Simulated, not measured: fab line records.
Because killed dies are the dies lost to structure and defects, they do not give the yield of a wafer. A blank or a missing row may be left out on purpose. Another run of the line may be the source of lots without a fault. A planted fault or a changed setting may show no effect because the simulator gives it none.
fab line records	flow rit-cmos	part 1 of 2: steps 1 to 26 of 37
[record] lots = 5	wafers = 15	last-day = 7
route steps=202 shown SDANNEAL@155 PSD@157 NSD@158 PLDD@159 NLDD@160 SILICIDE@161 CONTACT@168 M1@184
lots untouched by any fault: they come from a run of this same line in which no faults occurred
start-h: start of the lot's first displayed wafer, in hours after the record's first day	wait-h: how many hours have passed since the lot's step before this one	" repeats the value in the row above	L1.1+2: one row covering several wafers at once	- no value, or no start was given	* or withheld: withheld	< > ~ a bound
route shown NAME@n: names a module that has steps shown in the file, with the first one's number in the route	usual: mean and standard deviation over wafers with no fault	same: alike in all rows	chamber/n: place in a boat	sites: per-site readings	_std_site: standard deviation of those values	_edge_site: inner sites' mean taken away from outer sites' mean	radius-mm: for every site, how far away it sits from the centre of the wafer	mask NAME#n: copy n	behind: tool/chamber where the wafer was last shaped	hold: reason for holding the lot/hours on hold/outcome of the hold	device: whichever transistor did not switch (one of n, p or np)	end of line: the same wafers' tests at the end of the route	a step with no rows: only its recipe	killed: dies lost to structure and defects at the first sort, not the wafer's yield	map: shows each die of a wafer: x if killed, . if not, _ if none is there
set.NAME: the setting as run; set.NAME@STEP: as run at that earlier step	model.NAME: the simulator's own value behind a step, which no gauge read
a table for each step, a row for each wafer; lots at some steps of the route
services: from which hour (start-h, from the record's first day; less than 0 if before it) a tool's chamber was out of use, for how many hours, and why
[[steps]]
[step RIT_SDANNEAL_CLEAN_02]
[recipe] chemistry = SC2	mix = 3:3:50	time-s = 600	temp-c = 75	dry = n2-spin
[usual] bath-guard-temp-C = 75.0/0.6
lot.wafer	tool	chamber	start-h	wait-h	bath-guard-temp-C
L074.3	wet-bench-04	3	52.08	0.0	75.7
L074.5	"	3	"	"	75.4
L074.6	"	3	"	"	75.5
L083.1	wet-bench-02	2	100.11	0.0	75.1
L083.2	"	2	"	"	75.1
L083.6	"	2	"	"	75.1
L086.1	wet-bench-02	0	111.67	0.0	75.3
L086.5	"	0	"	"	75.2
L086.6	"	0	"	"	75.3
L088.1	wet-bench-04	0	124.24	0.0	74.7
L088.2	"	0	"	"	74.6
L088.6	"	0	"	"	75.0
L094.2	wet-bench-02	0	151.00	0.0	75.4
L094.4	"	0	"	"	75.7
L094.5	"	0	"	"	75.3
[step RIT_SDANNEAL_RTA_03]
[recipe] temp-c = 1050	time-s = 5	idle-temp-c = 600	ramp-up-c-per-s = 342	ramp-down-c-per-s = 171	cool-to-c = 600	ambient = N2
[usual] chamber-o2-ppm = 1.997/0.019	wafer_temp_C_max = 1053.3/1.1
lot.wafer	tool	chamber	start-h	wait-h	chamber-o2-ppm	wafer_temp_C_max
L074.3	rtp-anneal-02	0	52.29	0.0	2.017	1052.3
L074.5	"	0	"	"	2.014	1051.9
L074.6	"	0	"	"	2.041	1053.1
L083.1	rtp-anneal-02	0	100.30	0.0	2.037	1053.0
L083.2	"	0	"	"	2.012	1054.2
L083.6	"	0	"	"	2.023	1052.7
L086.1	rtp-anneal-01	0	111.84	0.0	1.990	1055.7
L086.5	"	0	"	"	1.973	1055.1
L086.6	"	0	"	"	1.994	1053.6
L088.1	rtp-anneal-01	0	124.41	0.0	2.003	1053.2
L088.2	"	0	"	"	1.986	1052.6
L088.6	"	0	"	"	2.002	1056.2
L094.2	rtp-anneal-01	0	151.18	0.0	2.026	1053.9
L094.4	"	0	"	"	2.005	1054.2
L094.5	"	0	"	"	2.001	1053.9
[step RIT_SDANNEAL_RS_MEAS_04]
[recipe] thk-meas-gauge = four-point-probe
[usual] PSD_RS = 115.94/0.26
lot.wafer	tool	chamber	start-h	wait-h	PSD_RS[ohm/sq]
L074.3	film-metro-02	-	52.37	0.1	116.37
L074.5	"	-	"	"	116.44
L074.6	"	-	"	"	116.17
L083.1	film-metro-04	-	100.36	0.0	116.05
L083.2	"	-	"	"	116.39
L083.6	"	-	"	"	116.02
L086.1	film-metro-04	-	111.90	0.0	116.04
L086.5	"	-	"	"	115.64
L086.6	"	-	"	"	116.20
L088.1	film-metro-02	-	124.47	0.0	115.91
L088.2	"	-	"	"	115.81
L088.6	"	-	"	"	116.39
L094.2	film-metro-01	-	151.25	0.1	115.67
L094.4	"	-	"	"	115.65
L094.5	"	-	"	"	115.77
[step RIT_SDANNEAL_RS_MEAS_05]
[recipe] thk-meas-gauge = four-point-probe
[usual] NSD_RS = 83.06/0.22
lot.wafer	tool	chamber	start-h	wait-h	NSD_RS[ohm/sq]
L074.3	film-metro-02	-	52.49	0.1	83.05
L074.5	"	-	"	"	83.01
L074.6	"	-	"	"	83.06
L083.1	film-metro-04	-	100.48	0.1	82.65
L083.2	"	-	"	"	83.04
L083.6	"	-	"	"	82.64
L086.1	film-metro-04	-	112.02	0.1	82.98
L086.5	"	-	"	"	82.93
L086.6	"	-	"	"	82.69
L088.1	film-metro-02	-	124.59	0.1	83.52
L088.2	"	-	"	"	83.09
L088.6	"	-	"	"	83.28
L094.2	film-metro-01	-	151.37	0.1	83.01
L094.4	"	-	"	"	82.73
L094.5	"	-	"	"	83.09
[step RIT_SDANNEAL_RS_MEAS_06]
[recipe] thk-meas-gauge = four-point-probe
[usual] PLDD_RS = 178.6/0.51
lot.wafer	tool	chamber	start-h	wait-h	PLDD_RS[ohm/sq]
L074.3	film-metro-02	-	52.61	0.1	178.5
L074.5	"	-	"	"	178.8
L074.6	"	-	"	"	178.3
L083.1	film-metro-04	-	100.60	0.1	178.6
L083.2	"	-	"	"	179.3
L083.6	"	-	"	"	178.8
L086.1	film-metro-04	-	112.14	0.1	178.6
L086.5	"	-	"	"	178.2
L086.6	"	-	"	"	178.3
L088.1	film-metro-02	-	124.71	0.1	178.5
L088.2	"	-	"	"	178.7
L088.6	"	-	"	"	178.4
L094.2	film-metro-01	-	151.49	0.1	178.0
L094.4	"	-	"	"	177.5
L094.5	"	-	"	"	178.0
[step RIT_SDANNEAL_RS_MEAS_07]
[recipe] thk-meas-gauge = four-point-probe
[usual] NLDD_RS = 154.4/0.49
lot.wafer	tool	chamber	start-h	wait-h	NLDD_RS[ohm/sq]
L074.3	film-metro-02	-	52.73	0.1	155.2
L074.5	"	-	"	"	154.6
L074.6	"	-	"	"	154.8
L083.1	film-metro-04	-	100.72	0.1	154.9
L083.2	"	-	"	"	154.2
L083.6	"	-	"	"	154.3
L086.1	film-metro-04	-	112.26	0.1	155.8
L086.5	"	-	"	"	154.9
L086.6	"	-	"	"	155.6
L088.1	film-metro-02	-	124.83	0.1	154.2
L088.2	"	-	"	"	154.9
L088.6	"	-	"	"	154.3
L094.2	film-metro-01	-	151.61	0.1	153.8
L094.4	"	-	"	"	153.3
L094.5	"	-	"	"	153.2
[step RIT_SILICIDE_WET_ETCH_00]
[recipe] chemistry = BOE	target = SiO2	target-depth-nm = 14	time-s = 15	dry = n2-spin	dilution = 10:1	temp-c = 21.5
lot.wafer	tool	chamber	start-h	wait-h
L074.3+5+6	wet-bench-01	1	52.81	0.1
L083.1+2+6	wet-bench-04	1	100.84	0.1
L086.1+5+6	wet-bench-04	2	112.38	0.1
L088.1+2+6	wet-bench-03	3	124.95	0.1
L094.2+4+5	wet-bench-01	0	151.71	0.1
[step RIT_SILICIDE_SPUTTER_01]
[recipe] material = Ti	target-thk-nm = 30	power-w = 344.4	chamber-pressure-pa = 0.667	gas = Ar	time-s = 240	substrate-temp-c = 25
[usual] substrate-temp-c = 24.99/0.11	throttle-valve-pct = 30.3/2
lot.wafer	tool	chamber	start-h	wait-h	substrate-temp-c	throttle-valve-pct
L074.3	pvd-sputter-02	-	52.82	0.0	24.97	29.1
L074.5	"	-	"	"	25.15	28.9
L074.6	"	-	"	"	24.90	29.9
L083.1	pvd-sputter-02	-	100.85	0.0	25.08	28.8
L083.2	"	-	"	"	25.05	29.3
L083.6	"	-	"	"	24.96	29.1
L086.1	pvd-sputter-01	-	112.40	0.0	25.02	30.7
L086.5	"	-	"	"	24.91	29.2
L086.6	"	-	"	"	24.96	34.0
L088.1	pvd-sputter-01	-	124.97	0.0	25.03	34.0
L088.2	"	-	"	"	24.93	31.3
L088.6	"	-	"	"	25.03	31.5
L094.2	pvd-sputter-01	-	151.72	0.0	25.23	31.6
L094.4	"	-	"	"	25.07	34.0
L094.5	"	-	"	"	25.11	29.3
[step RIT_SILICIDE_RS_MEAS_02]
[recipe] thk-meas-gauge = four-point-probe	reads = Ti_of_SILICIDE_SPUTTER_01
[usual] SILICIDE_TI_RS = 48.8/0.91
lot.wafer	tool	chamber	start-h	wait-h	SILICIDE_TI_RS[ohm/sq]
L074.3	film-metro-04	-	53.01	0.1	48.3
L074.5	"	-	"	"	48.7
L074.6	"	-	"	"	48.3
L083.1	film-metro-03	-	101.00	0.1	48.6
L083.2	"	-	"	"	49.0
L083.6	"	-	"	"	48.7
L086.1	film-metro-02	-	112.55	0.1	48.6
L086.5	"	-	"	"	49.3
L086.6	"	-	"	"	49.2
L088.1	film-metro-03	-	125.12	0.1	49.1
L088.2	"	-	"	"	49.5
L088.6	"	-	"	"	50.4
L094.2	film-metro-03	-	151.89	0.1	48.9
L094.4	"	-	"	"	48.3
L094.5	"	-	"	"	48.9
[step RIT_SILICIDE_THK_MEAS_03]
[recipe] thk-meas-gauge = xrf	reads = Ti_of_SILICIDE_SPUTTER_01
[usual] SILICIDE_TI_THK = 29.7/0.45
lot.wafer	tool	chamber	start-h	wait-h	SILICIDE_TI_THK[nm]
L074.3	film-metro-04	-	53.11	0.1	29.8
L074.5	"	-	"	"	29.7
L074.6	"	-	"	"	29.9
L083.1	film-metro-03	-	101.12	0.1	29.9
L083.2	"	-	"	"	29.7
L083.6	"	-	"	"	29.9
L086.1	film-metro-02	-	112.67	0.1	29.5
L086.5	"	-	"	"	29.3
L086.6	"	-	"	"	29.4
L088.1	film-metro-03	-	125.24	0.1	29.5
L088.2	"	-	"	"	29.6
L088.6	"	-	"	"	29.1
L094.2	film-metro-03	-	152.00	0.1	29.6
L094.4	"	-	"	"	30.0
L094.5	"	-	"	"	29.7
[step RIT_SILICIDE_RTA_04]
[recipe] temp-c = 650	time-s = 10	idle-temp-c = 25	ramp-up-s = 5	ramp-down-s = 5	cool-to-c = 25	ambient = N2
[usual] chamber-o2-ppm = 2.002/0.022	wafer_temp_C_max = 651.9/0.49
lot.wafer	tool	chamber	start-h	wait-h	chamber-o2-ppm	wafer_temp_C_max
L074.3	rtp-anneal-01	0	53.18	0.1	1.966	652.0
L074.5	"	0	"	"	1.988	651.1
L074.6	"	0	"	"	1.978	650.8
L083.1	rtp-anneal-01	0	101.18	0.1	1.944	651.8
L083.2	"	0	"	"	1.993	651.7
L083.6	"	0	"	"	1.992	651.9
L086.1	rtp-anneal-02	0	112.73	0.1	2.016	651.7
L086.5	"	0	"	"	2.024	652.1
L086.6	"	0	"	"	1.986	652.2
L088.1	rtp-anneal-02	0	125.30	0.1	1.983	651.9
L088.2	"	0	"	"	1.986	651.9
L088.6	"	0	"	"	1.974	652.8
L094.2	rtp-anneal-02	0	152.07	0.1	1.992	652.2
L094.4	"	0	"	"	2.003	651.9
L094.5	"	0	"	"	2.023	652.2
[step RIT_SILICIDE_WET_ETCH_05]
[recipe] chemistry = SPM	target = Ti	temp-c = 90	time-s = 120	dry = n2-spin
[usual] bath-guard-temp-C = 90.1/0.49
lot.wafer	tool	chamber	start-h	wait-h	bath-guard-temp-C
L074.3	wet-bench-01	0	53.22	0.0	90.1
L074.5	"	0	"	"	90.4
L074.6	"	0	"	"	90.2
L083.1	wet-bench-03	2	101.25	0.1	90.0
L083.2	"	2	"	"	90.1
L083.6	"	2	"	"	90.0
L086.1	wet-bench-04	2	112.79	0.1	90.6
L086.5	"	2	"	"	90.6
L086.6	"	2	"	"	90.7
L088.1	wet-bench-01	0	125.36	0.1	90.2
L088.2	"	0	"	"	90.4
L088.6	"	0	"	"	90.0
L094.2	wet-bench-01	2	152.12	0.0	90.2
L094.4	"	2	"	"	90.0
L094.5	"	2	"	"	90.2
[step RIT_SILICIDE_RTA_06]
[recipe] temp-c = 750	time-s = 10	idle-temp-c = 25	ramp-up-s = 5	ramp-down-s = 10	cool-to-c = 25	ambient = N2
[usual] chamber-o2-ppm = 2.000/0.021	wafer_temp_C_max = 752.4/0.61
lot.wafer	tool	chamber	start-h	wait-h	chamber-o2-ppm	wafer_temp_C_max
L074.3	rtp-anneal-02	0	53.29	0.0	2.030	752.7
L074.5	"	0	"	"	2.009	753.1
L074.6	"	0	"	"	2.006	751.8
L083.1	rtp-anneal-02	0	101.29	0.0	2.020	752.3
L083.2	"	0	"	"	2.044	753.7
L083.6	"	0	"	"	2.033	752.5
L086.1	rtp-anneal-02	0	112.84	0.0	1.949	752.6
L086.5	"	0	"	"	1.986	753.6
L086.6	"	0	"	"	1.985	752.8
L088.1	rtp-anneal-01	0	125.41	0.0	1.982	751.3
L088.2	"	0	"	"	2.016	752.2
L088.6	"	0	"	"	2.018	751.6
L094.2	rtp-anneal-01	0	152.17	0.0	2.006	751.9
L094.4	"	0	"	"	1.985	751.6
L094.5	"	0	"	"	1.997	751.4
[step RIT_CONTACT_CVD_00]
[recipe] material = SiO2	target-thk-nm = 400	precursor = TEOS	temp-c = 390	time-s = 61	rf-w = 400
[usual] heater-power-w = 312/45
lot.wafer	tool	chamber	start-h	wait-h	heater-power-w
L074.3	pecvd-04	2	53.33	0.0	322
L074.5	"	1	"	"	327
L074.6	"	0	"	"	348
L083.1	pecvd-04	1	101.36	0.1	301
L083.2	"	0	"	"	343
L083.6	"	2	"	"	304
L086.1	pecvd-04	1	112.90	0.1	313
L086.5	"	1	"	"	339
L086.6	"	2	"	"	332
L088.1	pecvd-01	2	125.48	0.1	290
L088.2	"	0	"	"	249
L088.6	"	0	"	"	260
L094.2	pecvd-02	0	152.23	0.0	374
L094.4	"	2	"	"	325
L094.5	"	1	"	"	267
[step RIT_CONTACT_THK_MEAS_01]
[recipe] reads = SiO2_of_CONTACT_CVD_00
[usual] CONTACT_TEOS_THK = 400/5.5
lot.wafer	tool	chamber	start-h	wait-h	CONTACT_TEOS_THK[nm]
L074.3	film-metro-04	-	53.40	0.0	392
L074.5	"	-	"	"	406
L074.6	"	-	"	"	399
L083.1	film-metro-04	-	101.41	0.0	398
L083.2	"	-	"	"	402
L083.6	"	-	"	"	401
L086.1	film-metro-04	-	112.95	0.0	401
L086.5	"	-	"	"	402
L086.6	"	-	"	"	397
L088.1	film-metro-04	-	125.53	0.0	387
L088.2	"	-	"	"	401
L088.6	"	-	"	"	404
L094.2	film-metro-01	-	152.29	0.0	398
L094.4	"	-	"	"	403
L094.5	"	-	"	"	399
[step RIT_CONTACT_HMDS_02]
[recipe] prime-time-s = 60	prime-temp-c = 140
[usual] prime-temp-c = 140.02/0.14
[same] prime-time-s = 60
lot.wafer	tool	chamber	start-h	wait-h	prime-temp-c
L074.3	litho-track-03	0	53.61	0.2	140.21
L074.5	"	0	"	"	140.01
L074.6	"	0	"	"	139.94
L083.1	litho-track-03	0	101.68	0.3	139.97
L083.2	"	0	"	"	139.75
L083.6	"	0	"	"	139.99
L086.1	litho-track-03	0	113.10	0.1	140.00
L086.5	"	0	"	"	139.95
L086.6	"	0	"	"	140.12
L088.1	litho-track-02	0	125.70	0.2	139.88
L088.2	"	0	"	"	140.11
L088.6	"	0	"	"	140.07
L094.2	litho-track-04	0	152.36	0.1	140.05
L094.4	"	0	"	"	139.82
L094.5	"	0	"	"	140.18
[step RIT_CONTACT_COAT_03]
[recipe] resist = NOVOLAK	spin-rpm = 3250	resist-thk-nm = 1000
[usual] dispense-pressure-kPa = 50/5.7
lot.wafer	tool	chamber	start-h	wait-h	dispense-pressure-kPa
L074.3	litho-track-03	0	53.76	0.1	55
L074.5	"	0	"	"	55
L074.6	"	0	"	"	55
L083.1	litho-track-03	0	101.83	0.1	55
L083.2	"	0	"	"	55
L083.6	"	0	"	"	55
L086.1	litho-track-03	0	113.25	0.1	55
L086.5	"	0	"	"	55
L086.6	"	0	"	"	55
L088.1	litho-track-02	0	125.85	0.1	45
L088.2	"	0	"	"	45
L088.6	"	0	"	"	45
L094.2	litho-track-04	0	152.51	0.1	42
L094.4	"	0	"	"	42
L094.5	"	0	"	"	42
[step RIT_CONTACT_SOFTBAKE_04]
[recipe] resist = NOVOLAK	temp-c = 90	time-s = 60
lot.wafer	tool	chamber	start-h	wait-h
L074.3+5+6	litho-track-03	0	53.91	0.1
L083.1+2+6	litho-track-03	0	101.98	0.1
L086.1+5+6	litho-track-03	0	113.40	0.1
L088.1+2+6	litho-track-02	0	126.00	0.1
L094.2+4+5	litho-track-04	0	152.66	0.1
[step RIT_CONTACT_EXPOSE_05]
[recipe] mask-id = M11	na = 0.6	source-shape = conventional	sigma-outer = 0.5	target-cd-nm = 1000	dose-mj = 250
[usual] exposure-dose-mJ-cm2 = 253.30/0.25	focus-offset-nm = -0.1/0.5
[same] sigma-outer = 0.5
lot.wafer	tool	chamber	start-h	wait-h	mask	exposure-dose-mJ-cm2	focus-offset-nm
L074.3	iline-stepper-02	0	54.21	0.3	M11#0	252.94	-0.2
L074.5	"	0	"	"	M11#0	253.32	0.5
L074.6	"	0	"	"	M11#0	253.79	0.3
L083.1	iline-stepper-01	0	102.25	0.2	M11#0	253.19	0.1
L083.2	"	0	"	"	M11#0	253.10	-0.4
L083.6	"	0	"	"	M11#0	253.45	-1.0
L086.1	iline-stepper-02	0	113.55	0.1	M11#0	252.97	-0.3
L086.5	"	0	"	"	M11#0	253.00	0.3
L086.6	"	0	"	"	M11#0	253.01	0.2
L088.1	iline-stepper-02	0	126.15	0.1	M11#0	253.35	-1.0
L088.2	"	0	"	"	M11#0	253.22	-0.1
L088.6	"	0	"	"	M11#0	253.27	-0.8
L094.2	iline-stepper-02	0	152.81	0.1	M11#0	253.22	0.2
L094.4	"	0	"	"	M11#0	253.37	0.8
L094.5	"	0	"	"	M11#0	253.48	0.5
[step RIT_CONTACT_PEB_06]
[recipe] resist = NOVOLAK	temp-c = withheld	time-s = withheld
lot.wafer	tool	chamber	start-h	wait-h
L074.3+5+6	litho-track-03	0	54.39	0.2
L083.1+2+6	litho-track-04	0	102.43	0.2
L086.1+5+6	litho-track-04	0	113.66	0.1
L088.1+2+6	litho-track-03	0	126.27	0.1
L094.2+4+5	litho-track-04	0	152.93	0.1
[step RIT_CONTACT_DEVELOP_07]
[recipe] resist = NOVOLAK	develop-time-s = 120	dev-temp-c = 23.7
lot.wafer	tool	chamber	start-h	wait-h
L074.3+5+6	litho-track-03	0	-	-
L083.1+2+6	litho-track-04	0	-	-
L086.1+5+6	litho-track-04	0	-	-
L088.1+2+6	litho-track-03	0	-	-
L094.2+4+5	litho-track-04	0	-	-
[step RIT_CONTACT_CD_MEAS_08]
[recipe] target-cd-nm = 1000
[usual] cd-nm = 999.8/2.3
lot.wafer	tool	chamber	start-h	wait-h	cd-nm
L074.3	cd-sem-02	-	54.78	-	1001.2
L074.5	"	-	"	"	998.1
L074.6	"	-	"	"	998.8
L083.1	cd-sem-01	-	102.83	-	1002.9
L083.2	"	-	"	"	999.9
L083.6	"	-	"	"	999.6
L086.1	cd-sem-01	-	114.06	-	1001.4
L086.5	"	-	"	"	1000.2
L086.6	"	-	"	"	1002.7
L088.1	cd-sem-01	-	126.67	-	999.7
L088.2	"	-	"	"	996.7
L088.6	"	-	"	"	997.6
L094.2	cd-sem-01	-	153.33	-	998.9
L094.4	"	-	"	"	999.2
L094.5	"	-	"	"	999.7
[step RIT_CONTACT_OVL_MEAS_09]
[usual] CONTACT_OVL = -0.1/1.4
lot.wafer	tool	chamber	start-h	wait-h	CONTACT_OVL[nm]
L074.3	overlay-02	-	54.87	0.1	3.5
L074.5	"	-	"	"	2.1
L074.6	"	-	"	"	0.3
L083.1	overlay-02	-	102.95	0.1	-1.2
L083.2	"	-	"	"	0.1
L083.6	"	-	"	"	-0.4
L086.1	overlay-02	-	114.18	0.1	1.6
L086.5	"	-	"	"	0.2
L086.6	"	-	"	"	1.4
L088.1	overlay-02	-	126.79	0.1	0.9
L088.2	"	-	"	"	-1.3
L088.6	"	-	"	"	-1.2
L094.2	overlay-02	-	153.43	0.1	-0.3
L094.4	"	-	"	"	-0.3
L094.5	"	-	"	"	-1.0
[step RIT_CONTACT_HARDBAKE_10]
[recipe] resist = NOVOLAK	temp-c = 140	time-s = 60
lot.wafer	tool	chamber	start-h	wait-h
L074.3+5+6	litho-track-02	0	55.01	0.1
L083.1+2+6	litho-track-03	0	103.23	0.3
L086.1+5+6	litho-track-04	0	114.22	0.0
L088.1+2+6	litho-track-03	0	126.82	0.0
L094.2+4+5	litho-track-04	0	153.49	0.0
[step RIT_CONTACT_ETCH_11]
[recipe] target-depth-a = 4800	over-etch-frac = 0.2	stop-on = TiSi2	chemistry = CHF3/CF4/Ar	target = SiO2	CHF3_flow_sccm = 50	cf4-flow-sccm = 10	Ar_flow_sccm = 100	O2_flow_sccm = 5	pressure-mtorr = 100	rf-w = 200	time-s = 320
[usual] drypump-motor-current-A = 5.8/0.49	oes-product-au = 0.992/0.011	throttle-valve-pct = 8.94/0.12
lot.wafer	tool	chamber	start-h	wait-h	drypump-motor-current-A	oes-product-au	rf-hours-counter-h	throttle-valve-pct
L074.3	rie-diel-04	1	55.11	0.1	5.7	0.995	100	8.83
L074.5	"	0	"	"	6.5	1.011	-	9.02
L074.6	"	3	"	"	6.0	1.003	-	9.14
L083.1	rie-diel-01	1	103.38	0.1	5.0	0.985	49	8.88
L083.2	"	3	"	"	5.7	0.993	8	9.05
L083.6	"	2	"	"	6.1	0.989	-	8.94
L086.1	rie-diel-01	1	114.37	0.1	5.0	0.984	49	8.88
L086.5	"	2	"	"	6.1	0.994	-	8.95
L086.6	"	1	"	"	5.0	0.979	-	8.86
L088.1	rie-diel-01	0	126.97	0.1	6.5	1.010	6	8.78
L088.2	"	3	"	"	5.7	0.990	8	9.03
L088.6	"	0	"	"	6.4	1.007	-	8.77
L094.2	rie-diel-04	2	153.61	0.1	5.0	0.994	9	8.90
L094.4	"	3	"	"	6.0	0.991	100	9.16
L094.5	"	3	"	"	6.0	0.992	-	9.14
[step RIT_CONTACT_STRIP_12]
[recipe] chemistry = O2	time-s = 180	resist = NOVOLAK	platen-temp-c = withheld	power-w = 500	pressure-mtorr = 4000	o2-flow-sccm = 4000
[usual] drypump-motor-current-A = 5.6/0.59
lot.wafer	tool	chamber	start-h	wait-h	drypump-motor-current-A	rf-hours-counter-h
L074.3	plasma-asher-04	0	55.36	0.2	4.8	-
L074.5	"	1	"	"	5.6	-
L074.6	"	0	"	"	4.8	-
L083.1	plasma-asher-01	0	103.57	0.1	6.0	44
L083.2	"	1	"	"	5.6	44
L083.6	"	1	"	"	5.6	-
L086.1	plasma-asher-04	0	114.56	0.1	4.8	34
L086.5	"	0	"	"	4.8	-
L086.6	"	1	"	"	5.6	-
L088.1	plasma-asher-01	0	127.17	0.1	6.0	1
L088.2	"	1	"	"	5.6	1
L088.6	"	1	"	"	5.6	-
L094.2	plasma-asher-01	1	153.81	0.1	5.6	4
L094.4	"	0	"	"	6.1	-
L094.5	"	0	"	"	6.0	-
